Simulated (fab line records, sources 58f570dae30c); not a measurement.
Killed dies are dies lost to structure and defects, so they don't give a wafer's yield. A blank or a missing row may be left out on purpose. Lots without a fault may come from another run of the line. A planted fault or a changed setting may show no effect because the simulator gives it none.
Which tool did it? | flow berkeley_cmos170 | 14 lots, 42 wafers sampled, at 5 steps of a route of 331

WHAT THE GAUGES READ, wafer by wafer
UCB170_START_THK_MEAS_03. Usual: START_OXIDE_THK 20.0 nm, standard deviation 0.48.
lot  | measured    | on            | START_OXIDE_THK (nm) | flag
L281 | day 1 12:07 | film_metro-04 | 19.6 19.3 19.4       |
L283 | day 1 21:48 | film_metro-04 | 20.1 20.0 20.5       |
L282 | day 1 21:49 | film_metro-03 | 20.4 20.2 20.4       |
L284 | day 2 05:15 | film_metro-04 | 19.6 19.8 20.0       |
L285 | day 2 13:07 | film_metro-04 | 20.4 19.9 20.6       |
L286 | day 2 13:07 | film_metro-03 | 20.6 21.0 20.7       |
L287 | day 2 21:24 | film_metro-01 | 20.6 20.5 20.7       |
L290 | day 3 10:57 | film_metro-01 | 19.9 19.6 19.7       |
L291 | day 3 16:18 | film_metro-03 | 19.6 19.5 19.6       |
L292 | day 3 22:47 | film_metro-01 | 19.5 19.4 19.6       |
L294 | day 4 07:08 | film_metro-03 | 19.6 19.7 19.2       |
L299 | day 5 08:44 | film_metro-04 | 20.6 20.2 20.4       |
L301 | day 5 18:12 | film_metro-03 | 19.9 19.5 19.6       |
L304 | day 6 13:25 | film_metro-03 | 19.6 19.6 19.8       |

UCB170_PWELL_THK_MEAS_03. Usual: PWELL_OXIDE_THK 26.3 nm, standard deviation 0.55.
lot  | measured    | on            | PWELL_OXIDE_THK (nm) | flag
L281 | day 2 18:34 | film_metro-02 | 28.0 27.8 27.6       |
L283 | day 3 06:11 | film_metro-03 | 26.7 26.5 26.7       |
L282 | day 3 06:12 | film_metro-02 | 26.1 25.5 25.4       |
L284 | day 3 20:01 | film_metro-03 | 26.7 26.8 26.5       |
L285 | day 3 20:02 | film_metro-03 | 25.9 26.8 26.6       |
L286 | day 3 19:59 | film_metro-04 | 26.3 26.8 26.5       |
L287 | day 4 01:23 | film_metro-02 | 26.1 26.0 26.2       |
L290 | day 4 09:47 | film_metro-02 | 27.0 26.4 26.2       |
L291 | day 4 19:57 | film_metro-04 | 26.1 26.4 25.9       |
L292 | day 5 05:38 | film_metro-03 | 26.0 26.0 26.5       |
L294 | day 5 10:05 | film_metro-04 | 26.8 26.8 26.9       |
L299 | day 6 19:35 | film_metro-03 | 25.5 25.8 26.0       |
L301 | day 7 03:52 | film_metro-03 | 26.2 26.8 26.6       |
L304 | day 7 20:59 | film_metro-03 | 26.5 26.3 26.3       |

UCB170_NVT_OVL_MEAS_06. Usual: NVT_OVL 1 nm, standard deviation 5.6.
lot  | measured     | on         | NVT_OVL (nm) | flag
L281 | day 5 23:25  | overlay-01 | -5 4 -1      |
L283 | day 6 05:20  | overlay-02 | -2 2 2       |
L282 | day 6 05:28  | overlay-01 | -6 -4 1      |
L284 | day 7 04:20  | overlay-02 | -7 -1 -4     |
L285 | day 7 04:36  | overlay-02 | -3 3 2       |
L286 | day 7 04:31  | overlay-01 | 3 3 -1       |
L287 | day 7 04:03  | overlay-02 | -9 -4 -6     |
L290 | day 7 21:28  | overlay-01 | 4 10 6       |
L291 | day 8 04:23  | overlay-02 | -1 4 8       |
L292 | day 8 19:08  | overlay-01 | 4 7 2        |
L294 | day 8 19:20  | overlay-02 | 0 2 3        |
L299 | day 10 07:39 | overlay-02 | 5 1 8        |
L301 | day 10 13:13 | overlay-01 | 7 6 0        |
L304 | day 11 06:04 | overlay-01 | 1 -4 -2      |

WHICH TOOL RAN EACH LOT (tool, then ch and the chambers of the sampled wafers, then the start)
lot  | UCB170_ACTIVE_COAT_08            | UCB170_ACTIVE_STRIP_16
L281 | litho_track-01 ch 0, day 4 10:47 | plasma_asher-02 ch 0,1, day 4 12:21
L283 | litho_track-01 ch 0, day 4 18:59 | plasma_asher-02 ch 0,1, day 4 20:28
L282 | litho_track-04 ch 0, day 4 18:45 | plasma_asher-01 ch 0,1, day 4 20:19
L284 | litho_track-04 ch 0, day 5 12:11 | plasma_asher-02 ch 0,1, day 5 13:15
L285 | litho_track-02 ch 0, day 5 11:56 | plasma_asher-04 ch 0,1, day 5 13:07
L286 | litho_track-01 ch 0, day 5 11:43 | plasma_asher-02 ch 0,1, day 5 12:49
L287 | litho_track-02 ch 0, day 5 15:01 | plasma_asher-02 ch 0,1, day 5 16:23
L290 | litho_track-01 ch 0, day 5 23:46 | plasma_asher-04 ch 0,1, day 6 01:13
L291 | litho_track-02 ch 0, day 6 12:50 | plasma_asher-04 ch 0,1, day 6 13:53
L292 | litho_track-02 ch 0, day 7 04:30 | plasma_asher-04 ch 0,1, day 7 05:26
L294 | litho_track-01 ch 0, day 7 04:38 | plasma_asher-02 ch 1, day 7 05:41
L299 | litho_track-01 ch 0, day 8 10:23 | plasma_asher-01 ch 0,1, day 8 12:12
L301 | litho_track-01 ch 0, day 8 19:14 | plasma_asher-02 ch 0,1, day 8 20:22
L304 | litho_track-04 ch 0, day 9 17:35 | plasma_asher-04 ch 0,1, day 9 18:39
- UCB170_ACTIVE_COAT_08: resist thk 900 nm.
- UCB170_ACTIVE_STRIP_16: strips in O2.

WHAT THE TOOLS THEMSELVES READ (means of the sampled wafers that have a number; where no wafer has one, the mark that the record gives instead)
UCB170_ACTIVE_COAT_08. Usual: chill_plate_temp_C 23.02 C, standard deviation 0.095; spin_speed_rpm 1500.0 rpm, standard deviation 1.1.
lot  | tool           | chill_plate_temp_C (C) | spin_speed_rpm (rpm) | flag
L281 | litho_track-01 | 23.07                  | 1500.3               |
L283 | litho_track-01 | 22.87                  | 1500.0               |
L282 | litho_track-04 | 22.89                  | 1499.3               |
L284 | litho_track-04 | 23.03                  | 1500.0               |
L285 | litho_track-02 | 23.14                  | 1500.7               |
L286 | litho_track-01 | 23.11                  | 1499.7               |
L287 | litho_track-02 | 22.92                  | 1500.7               |
L290 | litho_track-01 | 22.95                  | 1500.4               |
L291 | litho_track-02 | 22.94                  | 1498.3               |
L292 | litho_track-02 | 23.02                  | 1499.6               |
L294 | litho_track-01 | 22.92                  | 1499.4               |
L299 | litho_track-01 | 23.05                  | 1500.3               |
L301 | litho_track-01 | 23.12                  | 1500.4               |
L304 | litho_track-04 | 23.05                  | 1500.0               |

UCB170_ACTIVE_STRIP_16. Usual: drypump_motor_current_A 6.10 A, standard deviation 0.26; oes_product_au 0.721 a.u., standard deviation 0.0044; strip_time_to_endpoint_s 18.08 s, standard deviation 0.062.
lot  | tool            | drypump_motor_current_A (A) | oes_product_au (a.u.) | strip_time_to_endpoint_s (s) | flag
L281 | plasma_asher-02 | 6.06                        | 0.724                 | 18.04                        |
L283 | plasma_asher-02 | 6.05                        | 0.723                 | 18.09                        |
L282 | plasma_asher-01 | 6.15                        | 0.723                 | 18.04                        |
L284 | plasma_asher-02 | 6.06                        | 0.721                 | 18.09                        |
L285 | plasma_asher-04 | 6.14                        | 0.726                 | 18.11                        |
L286 | plasma_asher-02 | 6.24                        | 0.717                 | 18.02                        |
L287 | plasma_asher-02 | 6.23                        | 0.727                 | 18.14                        |
L290 | plasma_asher-04 | 6.13                        | 0.722                 | 18.05                        |
L291 | plasma_asher-04 | 5.96                        | 0.719                 | 18.11                        |
L292 | plasma_asher-04 | 6.13                        | 0.722                 | 18.03                        |
L294 | plasma_asher-02 | 5.88                        | 0.725                 | 18.05                        |
L299 | plasma_asher-01 | 6.15                        | 0.725                 | 17.62                        | OFF
L301 | plasma_asher-02 | 6.24                        | 0.722                 | 17.65                        | OFF
L304 | plasma_asher-04 | 6.14                        | 0.719                 | 18.16                        |

THE ANSWER, worked out from the rows above alone
Rule: a lot is off if the mean of its wafers that have a number lies more than 3 standard deviations from the usual mean. A lot without any number at a reading at which 4 lots or more have one is off too. The other lots that the step has rows for count as sound. The gauges are gone through in route order, then the tools' own readings, and for those a lot's mean is taken as printed above. The first step at which some lot is off is used, and at that step the reading that is off furthest; a lot without a number counts as furthest.
Off: L299, L301, at UCB170_ACTIVE_STRIP_16 (strip_time_to_endpoint_s).
A tool fits if, at that step or a process step before it, it ran every lot that is off, and no sound lot after the first of them. One fits: litho_track-01 at UCB170_ACTIVE_COAT_08. Its last sound lot is L294 (day 7 04:38), its first lot that is off L299 (day 8 10:23): a fault that began between those two fits.

WHAT THE SIMULATOR HAD PUT IN
Process parameter drift: litho_track-01, from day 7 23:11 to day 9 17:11, at UCB170_ACTIVE_COAT_08. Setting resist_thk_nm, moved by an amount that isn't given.
Lots struck among those shown: L299, L301. The rule above found the same.
